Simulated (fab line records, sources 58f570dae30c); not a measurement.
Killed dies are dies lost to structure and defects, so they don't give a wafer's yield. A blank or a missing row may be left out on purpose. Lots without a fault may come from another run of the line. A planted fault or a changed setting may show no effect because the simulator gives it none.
fab line records | flow berkeley_cmos170
record lots=24 wafers=72 last_day=11
route steps=331 shown V1@266 V2@296 M3@316
lots that met no fault: from a run of the same line without faults
start_h: hours from the record's first day to the start of the lot's first wafer shown | wait_h: hours since the lot's step before | " the same as in the row above | L1.1+2: a row that stands for several wafers | - no value, or no start given | * or withheld: withheld | < > ~ a bound
route shown NAME@n: a module of which the file shows steps, and the number in the route of the first | usual: mean/standard deviation of fault-free wafers | same: alike in all rows | chamber/n: place in a boat | sites: the reading at each site | _std_site: their standard deviation | _edge_site: outer sites' mean less inner sites' | radius_mm: how far each site lies from the wafer's centre | mask NAME#n: copy n | behind: the tool/chamber that last shaped the wafer | hold: why the lot was held/for how many hours/how that ended | device: the transistor (n, p or np) that didn't switch | end of line: the same wafers' tests at the end of the route | a step without rows: its recipe alone | killed: dies lost to structure and defects at the first sort, not the wafer's yield | map: a wafer's dies, x killed, . not, _ none there
set.NAME: the setting as run; set.NAME@STEP: as run at that earlier step | model.NAME: the simulator's own value behind a step, which no gauge read
steps of the route over a sample of lots; a table a step, a row a wafer
services: from which hour (start_h, from the record's first day; less than 0 if before it) a tool's chamber was out of use, for how many hours, and why
## steps
# step UCB170_V1_CD_MEAS_12
# recipe target_cd_nm=700
# usual cd_nm=700.1/1.7
# columns lot.wafer tool chamber start_h wait_h cd_nm
L074.2 cd_sem-01 - 137.18 - 698.8
L074.5 " - " " 699.5
L074.6 " - " " 698.9
L076.1 cd_sem-01 - 165.86 - 703.3
L076.2 " - " " 701.6
L076.4 " - " " 701.3
L077.1 cd_sem-01 - 167.08 - 699.2
L077.2 " - " " 699.5
L077.5 " - " " 698.5
L078.1 cd_sem-02 - 167.33 - 701.7
L078.2 " - " " 702.0
L078.6 " - " " 702.1
L075.2 cd_sem-01 - 175.70 - 698.3
L075.4 " - " " 698.3
L075.5 " - " " 698.9
L080.1 cd_sem-01 - 182.57 - 702.4
L080.4 " - " " 701.7
L080.6 " - " " 700.5
L079.2 cd_sem-02 - 193.25 - 699.2
L079.5 " - " " 700.1
L079.6 " - " " 698.5
L081.1 cd_sem-01 - 197.46 - 700.7
L081.5 " - " " 700.1
L081.6 " - " " 700.2
L083.1 cd_sem-02 - 197.49 - 699.9
L083.2 " - " " 699.9
L083.4 " - " " 699.7
L082.1 cd_sem-02 - 197.92 - 700.0
L082.3 " - " " 697.9
L082.5 " - " " 699.6
L084.1 cd_sem-02 - 210.86 - 700.8
L084.2 " - " " 701.3
L084.5 " - " " 700.7
L085.2 cd_sem-01 - 213.54 - 698.7
L085.4 " - " " 698.0
L085.5 " - " " 699.8
L086.1 cd_sem-02 - 225.69 - 699.8
L086.4 " - " " 698.7
L086.5 " - " " 699.5
L089.1 cd_sem-01 - 226.12 - 702.1
L089.3 " - " " 701.5
L089.4 " - " " 702.7
L088.1 cd_sem-02 - 226.45 - 699.8
L088.4 " - " " 699.8
L088.5 " - " " 698.4
L087.2 cd_sem-02 - 226.74 - 700.7
L087.5 " - " " 700.8
L087.6 " - " " 699.8
L090.4 cd_sem-02 - 234.43 - 699.8
L090.5 " - " " 700.0
L090.6 " - " " 699.4
L091.1 cd_sem-01 - 242.36 - 700.0
L091.2 " - " " 700.9
L091.6 " - " " 699.8
L093.2 cd_sem-02 - 250.98 - 703.3
L093.3 " - " " 702.6
L093.6 " - " " 704.4
L092.2 cd_sem-01 - 251.22 - 697.6
L092.4 " - " " 699.6
L092.6 " - " " 700.5
L097.3 cd_sem-01 - 257.08 - 696.4
L097.5 " - " " 697.0
L097.6 " - " " 696.7
L096.1 cd_sem-02 - 258.67 - 701.0
L096.3 " - " " 700.5
L096.4 " - " " 700.8
L095.1 cd_sem-01 - 262.28 - 701.0
L095.4 " - " " 701.9
L095.5 " - " " 700.9
L094.2 cd_sem-02 - 262.57 - 700.9
L094.4 " - " " 699.8
L094.5 " - " " 698.9
# step UCB170_V1_CD_MEAS_90
# recipe target_cd_nm=700
# usual cd_nm=699.9/1.7
# columns lot.wafer tool chamber start_h wait_h cd_nm
L074.2 cd_sem-01 - 137.61 0.1 700.3
L074.5 " - " " 699.9
L074.6 " - " " 698.8
L076.1 cd_sem-02 - 166.30 0.1 704.3
L076.2 " - " " 701.9
L076.4 " - " " 701.4
L077.1 cd_sem-02 - 167.52 0.1 699.3
L077.2 " - " " 699.3
L077.5 " - " " 699.0
L078.1 cd_sem-02 - 167.76 0.1 702.1
L078.2 " - " " 701.6
L078.6 " - " " 700.9
L075.2 cd_sem-01 - 176.18 0.1 697.1
L075.4 " - " " 697.5
L075.5 " - " " 698.5
L080.1 cd_sem-01 - 186.91 0.1 701.4
L080.4 " - " " 701.5
L080.6 " - " " 699.5
L079.2 cd_sem-02 - 193.69 0.1 698.9
L079.5 " - " " 699.8
L079.6 " - " " 698.1
L081.1 cd_sem-01 - 197.89 0.1 699.9
L081.5 " - " " 699.7
L081.6 " - " " 699.1
L083.1 cd_sem-01 - 198.01 0.1 699.2
L083.2 " - " " 698.7
L083.4 " - " " 700.0
L082.1 cd_sem-02 - 198.35 0.1 699.6
L082.3 " - " " 698.5
L082.5 " - " " 699.6
L084.1 cd_sem-02 - 211.29 0.1 700.8
L084.2 " - " " 700.6
L084.5 " - " " 700.9
L085.2 cd_sem-01 - 213.97 0.1 697.9
L085.4 " - " " 698.2
L085.5 " - " " 699.9
L086.1 cd_sem-02 - 226.13 0.1 699.0
L086.4 " - " " 699.6
L086.5 " - " " 700.1
L089.1 cd_sem-01 - 226.55 0.1 701.7
L089.3 " - " " 700.9
L089.4 " - " " 701.9
L088.1 cd_sem-02 - 226.89 0.1 699.3
L088.4 " - " " 698.5
L088.5 " - " " 697.9
L087.2 cd_sem-01 - 227.17 0.1 700.1
L087.5 " - " " 699.5
L087.6 " - " " 700.8
L090.4 cd_sem-02 - 235.15 0.4 700.0
L090.5 " - " " 699.8
L090.6 " - " " 699.5
L091.1 cd_sem-02 - 242.79 0.1 700.0
L091.2 " - " " 699.8
L091.6 " - " " 699.7
L093.2 cd_sem-02 - 251.41 0.1 702.8
L093.3 " - " " 703.3
L093.6 " - " " 703.8
L092.2 cd_sem-02 - 251.66 0.1 698.2
L092.4 " - " " 700.1
L092.6 " - " " 701.1
L097.3 cd_sem-02 - 257.52 0.1 697.3
L097.5 " - " " 697.5
L097.6 " - " " 696.1
L096.1 cd_sem-01 - 259.11 0.1 701.2
L096.3 " - " " 700.2
L096.4 " - " " 700.9
L095.1 cd_sem-02 - 262.71 0.1 700.2
L095.4 " - " " 702.0
L095.5 " - " " 701.4
L094.2 cd_sem-02 - 263.01 0.1 701.1
L094.4 " - " " 700.5
L094.5 " - " " 699.6
# step UCB170_V2_THK_MEAS_04
# recipe reads=SiO2_of_V2_CVD_00
# usual V2_POLISHED_THK=1000.1/1.2
# columns lot.wafer tool chamber start_h wait_h V2_POLISHED_THK[nm]
L074.2 film_metro-02 - 141.68 0.1 1000.4
L074.5 " - " " 999.6
L074.6 " - " " 1002.1
L076.1 film_metro-04 - 170.91 0.1 998.5
L076.2 " - " " 999.8
L076.4 " - " " 998.2
L078.1 film_metro-04 - 171.51 0.1 1000.9
L078.2 " - " " 999.2
L078.6 " - " " 998.7
L077.1 film_metro-01 - 171.70 0.1 998.7
L077.2 " - " " 1001.9
L077.5 " - " " 1000.9
L075.2 film_metro-04 - 187.55 0.1 998.9
L075.4 " - " " 1000.8
L075.5 " - " " 1000.4
L080.1 film_metro-02 - 190.88 0.1 1000.3
L080.4 " - " " 1001.6
L080.6 " - " " 1000.3
L079.2 film_metro-01 - 199.62 0.1 996.8
L079.5 " - " " 998.9
L079.6 " - " " 1000.8
L081.1 film_metro-01 - 201.61 0.1 999.6
L081.5 " - " " 999.9
L081.6 " - " " 999.1
L083.1 film_metro-04 - 201.97 0.1 1001.0
L083.2 " - " " 1000.1
L083.4 " - " " 999.2
L082.1 film_metro-04 - 202.41 0.1 1001.9
L082.3 " - " " 998.7
L082.5 " - " " 998.6
L084.1 film_metro-04 - 215.31 0.1 998.5
L084.2 " - " " 999.6
L084.5 " - " " 998.7
L085.2 film_metro-01 - 219.26 0.1 998.7
L085.4 " - " " 1000.2
L085.5 " - " " 1000.5
L086.1 film_metro-01 - 229.90 0.1 1001.6
L086.4 " - " " 1001.3
L086.5 " - " " 1000.1
L089.1 film_metro-01 - 230.69 0.1 1003.7
L089.3 " - " " 1002.5
L089.4 " - " " 1001.8
L088.1 film_metro-02 - 231.78 0.1 999.5
L088.4 " - " " 999.4
L088.5 " - " " 999.6
L087.2 film_metro-04 - 232.09 0.1 999.4
L087.5 " - " " 1000.4
L087.6 " - " " 1002.6
L090.4 film_metro-04 - 240.07 0.1 1001.2
L090.5 " - " " 1000.3
L090.6 " - " " 997.9
L091.1 film_metro-02 - 248.36 0.1 999.8
L091.2 " - " " 1001.6
L091.6 " - " " 1000.9
L093.2 film_metro-04 - 255.20 0.1 999.0
L093.3 " - " " 998.0
L093.6 " - " " 999.1
L092.2 film_metro-01 - 255.39 0.1 1000.1
L092.4 " - " " 1000.2
L092.6 " - " " 1000.9
L097.3 film_metro-02 - 262.73 0.1 999.8
L097.5 " - " " 1001.8
L097.6 " - " " 1000.5
L096.1 film_metro-01 - 264.15 0.1 999.5
L096.3 " - " " 999.5
L096.4 " - " " 998.6
L095.1 film_metro-01 - 266.66 0.1 998.9
L095.4 " - " " 1000.6
L095.5 " - " " 998.2
L094.2 film_metro-04 - 267.03 0.1 1001.0
L094.4 " - " " 999.2
L094.5 " - " " 1000.3
# step UCB170_M3_STRIP_07
# recipe chemistry=O2 power_w=400 pressure_mtorr=3500 platen_temp_c=withheld o2_flow_sccm=400 overash_fraction=0.5
# usual drypump_motor_current_A=5.6/0.33 oes_product_au=0.735/0.0041 strip_time_to_endpoint_s=21.99/0.055
# columns lot.wafer tool chamber start_h wait_h drypump_motor_current_A oes_product_au rf_hours_counter_h strip_time_to_endpoint_s
L074.2 plasma_asher-04 1 145.80 0.1 5.6 0.733 2 22.02
L074.5 " 1 " " 5.6 0.738 - 22.06
L074.6 " 0 " " 5.5 0.724 - 22.06
L076.1 plasma_asher-03 1 173.82 0.1 5.0 0.733 50 21.95
L076.2 " 0 " " 5.2 0.737 50 21.92
L076.4 " 1 " " 5.0 0.746 - 21.96
L078.1 plasma_asher-02 0 174.39 0.1 5.8 0.736 49 22.02
L078.2 " 1 " " 6.3 0.730 49 21.96
L078.6 " 0 " " 5.8 0.739 - 22.03
L077.1 plasma_asher-04 1 174.73 0.1 5.6 0.734 5 21.97
L077.2 " 0 " " 5.5 0.736 5 21.95
L077.5 " 1 " " 5.6 0.731 - 21.96
L075.2 plasma_asher-02 1 190.66 0.1 6.3 0.730 50 22.08
L075.4 " 0 " " 5.8 0.735 - 22.06
L075.5 " 1 " " 6.3 0.739 - 22.10
L080.1 plasma_asher-02 1 194.92 0.1 6.3 0.726 50 21.99
L080.4 " 0 " " 5.8 0.734 - 22.01
L080.6 " 1 " " 6.3 0.737 - 21.96
L079.2 plasma_asher-04 1 202.74 0.1 5.6 0.743 8 21.99
L079.5 " 0 " " 5.6 0.739 - 22.02
L079.6 " 1 " " 5.6 0.733 - 21.96
L081.1 plasma_asher-04 0 204.02 0.1 5.5 0.735 8 21.99
L081.5 " 0 " " 5.5 0.733 - 21.91
L081.6 " 1 " " 5.6 0.738 - 21.99
L083.1 plasma_asher-02 0 204.38 0.1 5.8 0.740 51 21.97
L083.2 " 1 " " 6.3 0.734 51 21.97
L083.4 " 0 " " 5.8 0.732 - 22.01
L082.1 plasma_asher-04 0 204.85 0.1 5.5 0.728 8 21.91
L082.3 " 0 " " 5.5 0.737 - 21.90
L082.5 " 0 " " 5.6 0.728 - 22.06
L084.1 plasma_asher-04 0 219.80 0.1 5.5 0.734 11 22.05
L084.2 " 1 " " 5.6 0.737 11 22.12
L084.5 " 0 " " 5.5 0.737 - 22.07
L085.2 plasma_asher-03 1 222.07 0.1 5.0 0.739 54 21.96
L085.4 " 0 " " 5.2 0.736 - 22.01
L085.5 " 0 " " 5.2 0.731 - 21.99
L086.1 plasma_asher-04 0 233.45 0.1 5.6 0.737 12 21.99
L086.4 " 1 " " 5.6 0.737 - 22.00
L086.5 " 1 " " 5.6 0.740 - 21.97
L089.1 plasma_asher-04 0 235.52 0.1 5.5 0.743 12 21.86
L089.3 " 0 " " 5.5 0.730 - 21.96
L089.4 " 1 " " 5.6 0.738 - 21.91
L088.1 plasma_asher-02 0 236.90 0.1 5.8 0.729 56 22.05
L088.4 " 1 " " 6.3 0.732 - 22.06
L088.5 " 0 " " 5.9 0.731 - 22.05
L087.2 plasma_asher-04 0 237.18 0.1 5.5 0.731 13 22.04
L087.5 " 1 " " 5.6 0.738 - 22.00
L087.6 " 0 " " 5.5 0.739 - 22.05
L090.4 plasma_asher-04 1 243.84 0.1 5.6 0.739 - 21.97
L090.5 " 1 " " 5.6 0.739 - 21.97
L090.6 " 0 " " 5.5 0.726 - 21.93
L091.1 plasma_asher-04 1 250.83 0.1 5.6 0.734 14 21.99
L091.2 " 0 " " 5.5 0.737 14 21.92
L091.6 " 1 " " 5.6 0.733 - 21.90
L093.2 plasma_asher-04 0 257.96 0.1 5.5 0.739 15 22.00
L093.3 " 0 " " 5.5 0.737 - 21.97
L093.6 " 0 " " 5.5 0.731 - 21.99
L092.2 plasma_asher-02 0 258.38 0.1 5.8 0.734 59 22.03
L092.4 " 1 " " 6.3 0.733 - 22.03
L092.6 " 0 " " 5.8 0.734 - 22.02
L097.3 plasma_asher-03 1 265.72 0.1 5.0 0.731 - 21.95
L097.5 " 0 " " 5.2 0.731 - 21.93
L097.6 " 1 " " 5.0 0.742 - 21.93
L096.1 plasma_asher-04 0 267.04 0.1 5.5 0.738 16 22.06
L096.3 " 1 " " 5.6 0.738 - 21.94
L096.4 " 0 " " 5.5 0.736 - 22.01
L095.1 plasma_asher-03 0 269.66 0.1 5.2 0.731 60 22.05
L095.4 " 0 " " 5.2 0.736 - 21.99
L095.5 " 0 " " 5.2 0.731 - 21.96
L094.2 plasma_asher-04 1 269.89 0.1 5.6 0.736 17 21.91
L094.4 " 0 " " 5.5 0.749 - 21.98
L094.5 " 1 " " 5.6 0.734 - 22.01
# step UCB170_M3_CD_MEAS_15
# recipe target_cd_nm=700
# usual cd_nm=699.6/1.4
# columns lot.wafer tool chamber start_h wait_h cd_nm
L074.2 cd_sem-01 - 148.78 - 702.1
L074.5 " - " " 701.0
L074.6 " - " " 701.0
L076.1 cd_sem-01 - 175.92 - 699.6
L076.2 " - " " 699.6
L076.4 " - " " 699.2
L078.1 cd_sem-02 - 176.20 - 701.3
L078.2 " - " " 700.7
L078.6 " - " " 701.4
L077.1 cd_sem-01 - 176.29 - 700.6
L077.2 " - " " 699.7
L077.5 " - " " 700.9
L075.2 cd_sem-02 - 194.22 - 696.7
L075.4 " - " " 696.5
L075.5 " - " " 695.0
L080.1 cd_sem-01 - 198.19 - 700.1
L080.4 " - " " 700.8
L080.6 " - " " 700.8
L079.2 cd_sem-01 - 203.91 - 696.8
L079.5 " - " " 699.7
L079.6 " - " " 699.1
L081.1 cd_sem-01 - 205.16 - 699.0
L081.5 " - " " 699.6
L081.6 " - " " 699.4
L083.1 cd_sem-01 - 205.54 - 700.7
L083.2 " - " " 700.5
L083.4 " - " " 699.6
L082.1 cd_sem-01 - 205.98 - 698.6
L082.3 " - " " 698.1
L082.5 " - " " 699.4
L084.1 cd_sem-01 - 221.18 - 700.0
L084.2 " - " " 699.2
L084.5 " - " " 699.8
L085.2 cd_sem-02 - 223.22 - 700.5
L085.4 " - " " 700.2
L085.5 " - " " 700.6
L086.1 cd_sem-02 - 236.24 - 698.5
L086.4 " - " " 699.0
L086.5 " - " " 699.3
L089.1 cd_sem-02 - 237.24 - 698.4
L089.3 " - " " 699.7
L089.4 " - " " 698.2
L088.1 cd_sem-02 - 238.92 - 699.8
L088.4 " - " " 700.1
L088.5 " - " " 698.7
L087.2 cd_sem-02 - 239.34 - 698.6
L087.5 " - " " 699.7
L087.6 " - " " 700.0
L090.4 cd_sem-02 - 245.48 - 698.8
L090.5 " - " " 699.4
L090.6 " - " " 700.5
L091.1 cd_sem-01 - 252.11 - 700.3
L091.2 " - " " 700.1
L091.6 " - " " 699.2
L093.2 cd_sem-02 - 260.32 - 701.2
L093.3 " - " " 699.7
L093.6 " - " " 699.8
L092.2 cd_sem-01 - 261.28 - 697.1
L092.4 " - " " 697.2
L092.6 " - " " 696.5
L097.3 cd_sem-02 - 267.81 - 701.1
L097.5 " - " " 701.9
L097.6 " - " " 702.8
L096.1 cd_sem-02 - 268.73 - 699.8
L096.3 " - " " 699.7
L096.4 " - " " 699.9
L095.1 cd_sem-02 - 271.75 - 699.5
L095.4 " - " " 699.9
L095.5 " - " " 699.8
L094.2 cd_sem-02 - 271.91 - 701.0
L094.4 " - " " 699.3
L094.5 " - " " 700.8
# step UCB170_M3_BOW_MEAS_20
# recipe mode=bow
# usual M3_BOW=36/6.5
# columns lot.wafer tool chamber start_h wait_h M3_BOW[um]
L074.2 film_metro-02 - 149.38 0.1 32
L074.5 " - " " 28
L074.6 " - " " 34
L076.1 film_metro-03 - 176.53 0.1 30
L076.2 " - " " 37
L076.4 " - " " 37
L077.1 film_metro-01 - 176.90 0.1 40
L077.2 " - " " 33
L077.5 " - " " 46
L078.1 film_metro-01 - 177.02 0.1 32
L078.2 " - " " 34
L078.6 " - " " 29
L075.2 film_metro-01 - 195.01 0.1 37
L075.4 " - " " 44
L075.5 " - " " 32
L080.1 film_metro-02 - 198.80 0.1 45
L080.4 " - " " 31
L080.6 " - " " 25
L079.2 film_metro-01 - 204.51 0.1 36
L079.5 " - " " 29
L079.6 " - " " 40
L081.1 film_metro-02 - 205.76 0.1 26
L081.5 " - " " 36
L081.6 " - " " 32
L083.1 film_metro-03 - 206.34 0.1 31
L083.2 " - " " 33
L083.4 " - " " 48
L082.1 film_metro-02 - 206.59 0.1 40
L082.3 " - " " 38
L082.5 " - " " 42
L084.1 film_metro-02 - 221.78 0.1 35
L084.2 " - " " 43
L084.5 " - " " 37
L085.2 film_metro-03 - 223.83 0.1 36
L085.4 " - " " 26
L085.5 " - " " 34
L086.1 film_metro-01 - 236.85 0.1 53
L086.4 " - " " 28
L086.5 " - " " 38
L089.1 film_metro-01 - 238.04 0.1 37
L089.3 " - " " 40
L089.4 " - " " 37
L088.1 film_metro-03 - 239.56 0.1 26
L088.4 " - " " 31
L088.5 " - " " 31
L087.2 film_metro-02 - 239.94 0.1 35
L087.5 " - " " 41
L087.6 " - " " 35
L090.4 film_metro-02 - 246.09 0.1 43
L090.5 " - " " 39
L090.6 " - " " 28
L091.1 film_metro-03 - 252.72 0.1 44
L091.2 " - " " 29
L091.6 " - " " 45
L093.2 film_metro-03 - 260.98 0.1 26
L093.3 " - " " 36
L093.6 " - " " 48
L092.2 film_metro-01 - 261.88 0.1 35
L092.4 " - " " 33
L092.6 " - " " 29
L097.3 film_metro-01 - 268.41 0.1 37
L097.5 " - " " 36
L097.6 " - " " 32
L096.1 film_metro-02 - 269.44 0.1 36
L096.3 " - " " 39
L096.4 " - " " 53
L095.1 film_metro-01 - 272.35 0.1 43
L095.4 " - " " 45
L095.5 " - " " 37
L094.2 film_metro-03 - 272.52 0.1 32
L094.4 " - " " 28
L094.5 " - " " 32
## services
# columns tool chamber start_h hours kind
plasma_asher-02 - 137.11 2.8 repair
plasma_asher-02 - 147.98 0.8 repair
plasma_asher-03 - 169.09 0.6 repair
plasma_asher-03 - 202.63 0.3 repair
plasma_asher-03 - 210.60 9.9 pm
plasma_asher-03 - 232.36 2.8 pm
plasma_asher-02 - 234.52 1.4 repair
plasma_asher-02 - 265.32 3.0 repair
## key
fault none
